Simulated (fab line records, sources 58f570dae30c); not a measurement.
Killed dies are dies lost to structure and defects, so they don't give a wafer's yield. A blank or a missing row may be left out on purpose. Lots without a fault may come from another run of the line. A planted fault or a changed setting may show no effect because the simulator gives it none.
One fault seen from 2 desks | flow berkeley_cmos170 | each desk has only its own numbers; what lay behind them comes last

THE METROLOGY DESK
What the gauges read, lot by lot, whatever tool the lot ran on: means of the sampled wafers that have a number. A lot is out of limits, marked OUT, if its mean lies more than 4 standard deviations from the usual mean; the brackets give that distance.
Columns: A = NSD_RS at UCB170_SDANNEAL_RS_MEAS_03, usual 37.69 ohm/sq; B = SILICIDE_TI_THK at UCB170_SILICIDE_THK_MEAS_03, usual 30.06 nm; C = CONTACT_OVL at UCB170_CONTACT_OVL_MEAS_16, usual -5 nm; D = V2_POLISHED_THK at UCB170_V2_THK_MEAS_04, usual 999.5 nm
lot  | first seen here | A     | B     | C   | D
L745 | day 8 01:55     | 37.88 | 30.27 | 0   | 999.8
L744 | day 8 05:53     | 37.83 | 30.11 | -15 | 1000.7
L749 | day 8 20:04     | 37.75 | 30.13 | -6  | 999.2
L746 | day 8 20:56     | 37.86 | 29.87 | 1   | 999.5
L751 | day 9 14:35     | 37.66 | 30.22 | -10 | 998.7
L750 | day 9 15:16     | 37.51 | 29.79 | -2  | 1000.8
L753 | day 9 20:56     | 37.66 | 30.76 | -9  | 1000.4
L752 | day 9 21:20     | 37.84 | 29.99 | -1  | 999.3
L754 | day 10 02:16    | 37.64 | 30.31 | -5  | 999.9
L758 | day 11 00:59    | 37.64 | 30.32 | -10 | 831.6 (-99 or more) OUT
L759 | day 11 01:21    | 37.67 | 29.59 | -9  | 830.7 (-99 or more) OUT
L763 | day 12 10:29    | 37.63 | 29.98 | -11 | 999.3
L765 | day 12 11:04    | 37.68 | 30.03 | 2   | 999.2
L767 | day 12 13:40    | 37.56 | 30.37 | -13 | 1000.4
This desk's finding: out of limits on L758, L759; first on L758, day 11 21:07 (V2_POLISHED_THK at UCB170_V2_THK_MEAS_04). In limits: L745, L744, L749, L746, L751, L750, L753, L752, L754, L763, L765, L767.

THE TOOL OWNER'S DESK: cmp-01
The tool's own readings at UCB170_V2_CMP_02 (polishes SiO2): means of the sampled wafers that have a number, for each lot that ran on this tool. A lot is out of limits, marked OUT, if its mean lies more than 4 standard deviations from the usual mean; the brackets give that distance.
Columns: A = motor_current_A at UCB170_V2_CMP_02, usual 15.5 A
lot  | first seen here | A
L749 | day 9 11:34     | 17.0
L746 | day 9 18:34     | 17.2
L751 | day 10 07:41    | 16.8
L753 | day 10 11:27    | 14.8
L752 | day 10 13:58    | 16.4
L758 | day 11 20:44    | 15.5
L759 | day 12 00:20    | 15.5
This desk's finding: nothing out of limits on any of the 7 lots.

PUT TOGETHER
The metrology desk could have raised an alarm at day 11 21:07, on L758, L759.
The tool owner's desk saw nothing out of limits.
The tool owner's desk has L758, L759 on record, within its limits.
Of the lots named, all ran UCB170_V2_CMP_02 on cmp-01.

WHAT THE SIMULATOR HAD PUT IN
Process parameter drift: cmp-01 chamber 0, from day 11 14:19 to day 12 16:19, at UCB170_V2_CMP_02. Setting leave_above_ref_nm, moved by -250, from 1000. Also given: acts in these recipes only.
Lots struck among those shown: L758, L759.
Hours from the fault's start to each desk's first reading out of limits: the metrology desk, 7.
